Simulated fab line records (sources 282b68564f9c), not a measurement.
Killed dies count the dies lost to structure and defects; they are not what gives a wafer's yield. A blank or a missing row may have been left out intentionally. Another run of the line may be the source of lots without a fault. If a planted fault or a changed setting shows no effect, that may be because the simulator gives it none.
2 desks looking at one fault + flow ritCmos + each desk holds nothing but its own numbers, with what lay behind them at the end

## AT THE METROLOGY DESK
Means of the sampled wafers that have a number, per lot and without regard to the tool the lot ran on: this is what the gauges read. A lot is out of limits, marked OUT, if its mean lies more than 4 standard deviations from the usual mean; the brackets give that distance.
Columns: A = NWELL_OVL at RIT_NWELL_OVL_MEAS_06, usual -1.6 nm; B = PWELL_RS at RIT_WELLDRIVE_RS_MEAS_02, usual 429.4 ohm/sq; C = GATE_POLY_THK at RIT_GATE_THK_MEAS_09, usual 250.9 nm
| lot  | first seen here | A    | B     | C               |
|------|-----------------|------|-------|-----------------|
| L907 | day 2 02:34     | -0.8 | 430.5 | 250.6           |
| L908 | day 2 07:11     | -3.0 | 429.9 | 249.3           |
| L909 | day 2 11:50     | -1.5 | 430.3 | 248.0           |
| L910 | day 2 17:47     | -3.5 | 429.2 | 252.1           |
| L912 | day 3 02:17     | -1.6 | 429.2 | 253.0           |
| L913 | day 3 07:23     | -1.4 | 429.7 | 252.5           |
| L917 | day 4 04:40     | -1.3 | 431.6 | 248.6           |
| L918 | day 4 08:52     | -1.5 | 427.9 | 246.9           |
| L921 | day 5 00:15     | -3.8 | 428.5 | 249.5           |
| L924 | day 5 14:09     | -2.3 | 430.6 | 253.5           |
| L927 | day 6 05:20     | -3.4 | 428.6 | 199.6 (-24) OUT |
| L928 | day 6 10:20     | -1.2 | 428.5 | 252.8           |
| L929 | day 6 15:13     | -2.2 | 428.1 | 250.7           |
This desk's finding: out of limits on L927; first on L927, day 6 20:02 (GATE_POLY_THK at RIT_GATE_THK_MEAS_09). L907, L908, L909, L910, L912, L913, L917, L918, L921, L924, L928, L929: within limits.

## AT THE TOOL OWNER'S DESK: lpcvd-02
The tool's own readings at RIT_GATE_CVD_08 (deposits poly-Si from SiH4, target thk 250 nm, time 2220 s): means of the sampled wafers that have a number, for each lot that ran on this tool. A lot is out of limits, marked OUT, if its mean lies more than 4 standard deviations from the usual mean; the brackets give that distance.
Columns: A = sih4FlowSccm at RIT_GATE_CVD_08, usual 100.0 sccm; B = spikeTcSourceC at RIT_GATE_CVD_08, usual 631.4 C; C = zonePowerCentrePct at RIT_GATE_CVD_08, usual 26.9 %
| lot  | first seen here | A              | B     | C    |
|------|-----------------|----------------|-------|------|
| L908 | day 2 20:12     | 100.3          | 630.7 | 28.1 |
| L912 | day 3 16:19     | 99.9           | 635.6 | 23.6 |
| L918 | day 4 21:44     | 99.9           | 631.1 | 27.8 |
| L921 | day 5 14:02     | 100.5          | 634.5 | 23.3 |
| L927 | day 6 18:25     | 80.0 (-67) OUT | 635.4 | 23.3 |
This desk's finding: out of limits on L927; first on L927, day 6 18:25 (sih4FlowSccm at RIT_GATE_CVD_08). L908, L912, L918, L921: within limits.

## BROUGHT TOGETHER
At day 6 18:25, on L927, the tool owner's desk was in a position to raise an alarm.
At day 6 20:02 the metrology desk could have sounded an alarm, on L927.
The lots listed all ran RIT_GATE_CVD_08 on lpcvd-02.

## WHAT THE SIMULATOR HAD PUT IN
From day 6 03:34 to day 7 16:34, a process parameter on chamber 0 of lpcvd-02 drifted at RIT_GATE_CVD_08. The setting sih4FlowSccm was moved by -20, starting from 100.
Struck lots among those shown: L927.
Time in hours from fault onset to the first out-of-limits reading at each desk: tool owner's desk 15, metrology desk 16.
